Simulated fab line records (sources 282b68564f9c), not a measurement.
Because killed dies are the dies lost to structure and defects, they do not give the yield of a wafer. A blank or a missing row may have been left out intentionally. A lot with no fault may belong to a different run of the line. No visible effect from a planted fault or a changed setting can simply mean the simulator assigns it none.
A lot that was struck, set against a sound lot	flow rit cmos	17 steps out of a route of 202
Sound: the wafers L442.4, L442.5, L442.6. Struck: wafers L450.1, L450.3, L450.4. The cause is named last.
At each step with rows: each side's tool, then ch and its chambers, then its first start. Under that, the readings that differ: sound wafers	struck wafers	difference of the means	sigmas: that difference in standard deviations of wafers without a fault.
alike: readings with means less than 2 such deviations apart, plus words and numbers identical on both sides. not compared: withheld readings, readings lacking a value on some wafer, bounds such as >300 that could conceal the same value, and numbers that have no deviation in the record and whose values overlap.
A row with sigmas, a row that says differs or no value, or rows on one side alone: a step with any of these is where the two part. When numbers do not overlap yet have no deviation, they are printed without sigmas and do not part them. A reading that every wafer of one side lacks parts them only if that side has two wafers or more.

first, 1 step without rows for these wafers: RIT_PRETRO_DEVELOP_05 (develop time 68 s).
RIT_PRETRO_OVL_MEAS_06:
  struck on overlay-01, day 4 09:22; sound on overlay-02, day 2 17:04
  alike: PRETRO_OVL
then, 2 steps without rows for these wafers: RIT_PRETRO_HARDBAKE_07 (time 120 s); RIT_PRETRO_IMPLANT_08.
RIT_PRETRO_STRIP_09: strips in O2, time 180 s.
  sound on plasma asher-04 ch 0,1, day 2 17:32; struck on plasma asher-04 ch 0,1, day 4 09:49
  alike: drypump motor current A
  not compared: rf hours counter h
RIT_PRETRO_TW_MEAS_10:
  struck on film metro-02, day 4 09:59; sound on film metro-01, day 2 17:41
  alike: PRETRO_TW
then, 5 steps without rows for these wafers: RIT_GATE_WET_ETCH_00 (etches SiO2 in BOE, target depth 56 nm, time 60 s); RIT_GATE_CLEAN_01 (cleans in SC1, time 600 s); RIT_GATE_CLEAN_02 (cleans in dHF, time 30 s); RIT_GATE_CLEAN_03 (cleans in SC2, time 600 s); RIT_GATE_CLEAN_04 (cleans in dHF, time 60 s).
RIT_FOX2_THK_MEAS_91:
  struck on film metro-03, day 4 10:28; sound on film metro-03, day 2 18:11
  alike: FIELD_OXIDE_LEFT_2_THK
RIT_GATE_OXIDATION_05: target thk 3 nm, ox time 270 s.
  sound on furnace-02 ch 0, day 2 18:13; struck on furnace-02 ch 0, day 4 10:37
reading	sound	struck	difference	sigmas
ox time s (s)	270 270 270	513 513 513	+243	
model.SiO2_of_GATE_OXIDATION_05.thk nm (nm)	2.953 3.025 3.014	4.853 4.839 4.836	+1.845	
then, 1 step without rows for these wafers: RIT_GATE_ANNEAL_06 (time 600 s).
RIT_GATE_THK_MEAS_07:
  struck on film metro-01, day 4 11:56; sound on film metro-03, day 2 19:58
reading	sound	struck	difference	sigmas
GATE_OXIDE_THK (nm)	2.92 3.09 3.03	4.83 4.84 4.81	+1.81	+26
then, 1 step without rows for these wafers: RIT_GATE_CVD_08 (deposits poly-Si from SiH4, target thk 250 nm, time 2220 s).
RIT_M1_PROBE_99:
  struck on prober-02, day 5 10:39; sound on prober-02, day 3 19:45
reading	sound	struck	difference	sigmas
model.etest.pmos_0p3.r on ohm um	6143 6422 6293	9839 9508 9654	+3381	
model.etest.pmos turned.r on ohm um	3356 3534 3471	4598 4554 4493	+1095	
model.etest.nmos_0p3.r on ohm um	2092 2173 2101	3199 3180 3181	+1065	
model.etest.pmos_0p15.r on ohm um	2706 2827 2816	3709 3657 3629	+882	
model.etest.nmos_0p15.r on ohm um	1054 1126 1098	1369 1367 1375	+278	
model.etest.nmos_0p15.drive ua um	485.6 468.9 461.8	305.5 309.3 309.8	-163.9	
model.etest.nmos narrow.drive ua um	227.2 216.6 213.4	100.7 102.5 103.5	-116.8	
model.etest.nmos_0p3.drive ua um	230.3 222.7 223.5	107.4 108.2 107.7	-117.7	
  alike: killed at contacts, killed at front end, killed dies, killed open, killed short

== WHERE THEY PART ==
RIT_GATE_THK_MEAS_07 only, going by this record. Later steps at which nothing parts them and some readings are alike: RIT_M1_PROBE_99.

WHY: what the simulator had put in
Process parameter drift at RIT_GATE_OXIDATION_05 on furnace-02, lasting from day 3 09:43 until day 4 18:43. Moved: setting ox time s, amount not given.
